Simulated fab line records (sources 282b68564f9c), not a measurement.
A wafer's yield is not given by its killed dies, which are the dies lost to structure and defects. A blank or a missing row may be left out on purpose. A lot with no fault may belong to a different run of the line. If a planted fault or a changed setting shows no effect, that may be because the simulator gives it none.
A struck lot beside a sound one || flow ritCmos || 33 out of 202 route steps
Sound: these wafers, L358.2, L358.3, L358.5. Struck: wafers L362.2, L362.4, L362.6. The cause is named last.
Per side, at each step with rows, come the tool, then ch with its chambers, and then its first start. Under that, the readings that differ: sound wafers || struck wafers || difference of the means || sigmas: that difference in standard deviations of wafers without a fault.
alike: readings with means less than 2 such deviations apart, plus words and numbers identical on both sides. not compared: withheld readings, readings lacking a value on some wafer, bounds such as >300 that could conceal the same value, and numbers that have no deviation in the record and whose values overlap.
A row with sigmas, a row that says differs or no value, or rows on one side alone: a step with any of these is where the two part. When numbers do not overlap yet have no deviation, they are printed without sigmas and do not part them. Lack of a reading on every wafer of one side parts them only where that side has two or more wafers.

first, 2 steps without rows for these wafers: RIT_SPACER_CLEAN_02 (cleans in SC2, time 600 s); RIT_SPACER_CVD_03 (deposits Si3N4 from SiH2Cl2/NH3, target thk 250 nm, time 3173 s).
RIT_SPACER_THK_MEAS_04:
  struck on filmMetro-03, day 4 19:49; sound on filmMetro-02, day 3 23:44
{"reading": "SPACER_NITRIDE_THK (nm)", "sound": "243.5 244.3 242.0", "struck": "236.9 237.3 236.3", "difference": -6.4, "sigmas": -3}
RIT_SPACER_ETCHBACK_05: etches Si3N4 in SF6/CHF3, stops on SiO2, target depth 250 nm, time 240 s.
  sound on rieDiel-04 ch 0,2,3, day 3 23:47; struck on rieDiel-01 ch 1,3, day 4 19:52
{"reading": "oesProductAu (a.u.)", "sound": "0.841 0.826 0.836", "struck": "0.818 0.814 0.809", "difference": -0.021, "sigmas": -2}
  alike: drypumpMotorCurrentA, throttleValvePct
  not compared: rfHoursCounterH
then, 6 steps without rows for these wafers: RIT_NSD_HMDS_00 (prime time 60 s); RIT_NSD_COAT_01 (resist thk 1000 nm); RIT_NSD_SOFTBAKE_02 (time 60 s); RIT_NSD_EXPOSE_03 (exposes mask M9, target cd 40700 nm); RIT_NSD_PEB_04; RIT_NSD_DEVELOP_05 (develop time 50 s).
RIT_NSD_OVL_MEAS_06:
  struck on overlay-01, day 4 20:53; sound on overlay-01, day 4 01:02
  alike: NSD_OVL
then, 1 step without rows for these wafers: RIT_NSD_HARDBAKE_07 (time 60 s).
RIT_NSD_IMPLANT_08:
  sound on implanter-02 ch 0, day 4 01:14; struck on implanter-01 ch 0, day 4 21:05
{"reading": "beamEnergyKeV", "sound": "24.993 24.988 25.012", "struck": "22.368 22.354 22.364", "difference": -2.636, "sigmas": "-99 or more"}
{"reading": "model.implant.rpNm (nm)", "sound": "33.35 33.35 33.35", "struck": "31.17 31.17 31.17", "difference": -2.18, "sigmas": ""}
{"reading": "model.implant.drpNm (nm)", "sound": "14.84 14.84 14.84", "struck": "13.87 13.87 13.87", "difference": -0.97, "sigmas": ""}
  alike: tiltDeg
RIT_NSD_STRIP_09: strips in O2, time 180 s.
  sound on plasmaAsher-04 ch 0,1, day 4 01:22; struck on plasmaAsher-04 ch 0,1, day 4 21:13
  alike: drypumpMotorCurrentA
  not compared: rfHoursCounterH
RIT_NSD_TW_MEAS_10:
  struck on filmMetro-04, day 4 21:23; sound on filmMetro-01, day 4 01:32
  alike: NSD_TW
  not compared: hold
then, 5 steps without rows for these wafers: RIT_PSD_COAT_01 (resist thk 1000 nm); RIT_PSD_SOFTBAKE_02 (time 60 s); RIT_PSD_EXPOSE_03 (exposes mask M10, target cd 40900 nm); RIT_PSD_PEB_04; RIT_PSD_DEVELOP_05 (develop time 50 s).
RIT_PSD_OVL_MEAS_06:
  struck on overlay-02, day 4 22:26; sound on overlay-01, day 4 02:35
  alike: PSD_OVL
then, 2 steps without rows for these wafers: RIT_PSD_HARDBAKE_07 (time 60 s); RIT_PSD_IMPLANT_08.
RIT_PSD_STRIP_09: strips in O2, time 180 s.
  sound on plasmaAsher-03 ch 0,1, day 4 02:55; struck on plasmaAsher-03 ch 0,1, day 4 22:46
  alike: drypumpMotorCurrentA
  not compared: rfHoursCounterH
RIT_PSD_TW_MEAS_10:
  struck on filmMetro-01, day 4 22:56; sound on filmMetro-01, day 4 03:05
  alike: PSD_TW
then, 3 steps without rows for these wafers: RIT_SDANNEAL_CLEAN_00 (cleans in SC1, time 600 s); RIT_SDANNEAL_CLEAN_01 (cleans in dHF, time 30 s); RIT_SDANNEAL_CLEAN_02 (cleans in SC2, time 600 s).
RIT_SDANNEAL_RTA_03: time 5 s.
  sound on rtpAnneal-01 ch 0, day 4 03:32; struck on rtpAnneal-01 ch 0, day 4 23:22
  alike: wafer_temp_C_max
RIT_SDANNEAL_RS_MEAS_04: the measuring method here is four-point-probe.
  struck on filmMetro-01, day 4 23:26; sound on filmMetro-02, day 4 03:36
  alike: PSD_RS
RIT_SDANNEAL_RS_MEAS_05: the measuring method here is four-point-probe.
  struck on filmMetro-01, day 5 01:55; sound on filmMetro-02, day 4 03:43
{"reading": "NSD_RS (ohm/sq)", "sound": "82.78 82.81 82.81", "struck": "84.11 84.06 84.02", "difference": "+1.26", "sigmas": "+6"}
  not compared: hold
RIT_SDANNEAL_RS_MEAS_06: the measuring method here is four-point-probe.
  struck on filmMetro-01, day 5 08:59; sound on filmMetro-02, day 4 03:50
{"reading": "hold", "sound": "- - -", "struck": "awaitDispo/7.0h/release awaitDispo/7.0h/release awaitDispo/7.0h/release", "difference": "no value on the sound wafers", "sigmas": ""}
  alike: PLDD_RS
RIT_M1_PROBE_99:
  rows exist in the record for the struck wafers here (prober-01, day 5 16:01), but not for the sound ones

## WHERE THEY PART
First at RIT_SPACER_THK_MEAS_04; last, within this record, at RIT_M1_PROBE_99.

WHY: what had been put in by the simulator
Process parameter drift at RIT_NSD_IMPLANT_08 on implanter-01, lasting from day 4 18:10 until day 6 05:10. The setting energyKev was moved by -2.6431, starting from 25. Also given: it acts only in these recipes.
